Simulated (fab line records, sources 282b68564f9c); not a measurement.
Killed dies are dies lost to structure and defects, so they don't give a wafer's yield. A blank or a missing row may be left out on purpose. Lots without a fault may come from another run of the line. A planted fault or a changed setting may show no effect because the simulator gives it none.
Which tool did it? -- flow rit-cmos -- Sampling: 7 lots, 21 wafers, 2 of 202 route steps

WHAT THE GAUGES SHOWED, per wafer
RIT_SDANNEAL_RS_MEAS_04: measures by four-point-probe.
lot,measured,on,PSD_RS (ohm/sq)
L134,day 3 07:05,film-metro-01,115.99 116.00 115.90
L136,day 3 17:52,film-metro-01,116.09 116.12 116.78
L140,day 4 15:20,film-metro-01,116.04 115.89 115.86
L143,day 5 04:14,film-metro-03,116.18 115.79 115.88
L145,day 5 13:40,film-metro-01,115.38 116.01 115.90
L147,day 6 01:26,film-metro-03,115.92 116.20 115.85
L156,day 8 03:22,film-metro-01,114.86 114.43 114.68 115.15 114.57 114.64

WHICH TOOL RAN EACH LOT (tool, then ch and the chambers of the sampled wafers, then the start)
lot,RIT_PSD_IMPLANT_08
L134,"implanter-04 ch 0, day 3 05:52"
L136,"implanter-03 ch 0, day 3 17:02"
L140,"implanter-04 ch 0, day 4 14:31"
L143,"implanter-04 ch 0, day 5 03:25"
L145,"implanter-04 ch 0, day 5 12:48"
L147,"implanter-04 ch 0, day 6 00:38"
L156,"implanter-03 ch 0, day 8 02:34"
- RIT_PSD_IMPLANT_08

THE ANSWER, worked out from the rows above alone
Rule: the lots themselves supply what counts as usual. The widest of any qualifying gaps counts: lots, ordered by their means at a reading, are off when they make up no more than a third of the lots, leave a main group of 4 or more, and stand apart from it by 3 or more times the standard deviation of that group's means. A main group is skipped when, at the precision printed for the reading in the tables above, its means are all equal. A lot without any number at a reading at which 4 lots or more have one is off too. Where the step has rows for the other lots, those lots are counted as sound.
Off: at RIT_SDANNEAL_RS_MEAS_04 (PSD_RS), L156. Main group: mean 115.99 ohm/sq, sd 0.17.
If a tool, at a process step before that reading, ran all the lots that are off and no sound lot after the first of them, it fits. Those tools and the gauges at RIT_SDANNEAL_RS_MEAS_04 are tried in the same way. This does not decide it: 2 tools fit, namely implanter-03 at RIT_PSD_IMPLANT_08 and film-metro-01 at RIT_SDANNEAL_RS_MEAS_04.

WHAT THE SIMULATOR HAD PUT IN
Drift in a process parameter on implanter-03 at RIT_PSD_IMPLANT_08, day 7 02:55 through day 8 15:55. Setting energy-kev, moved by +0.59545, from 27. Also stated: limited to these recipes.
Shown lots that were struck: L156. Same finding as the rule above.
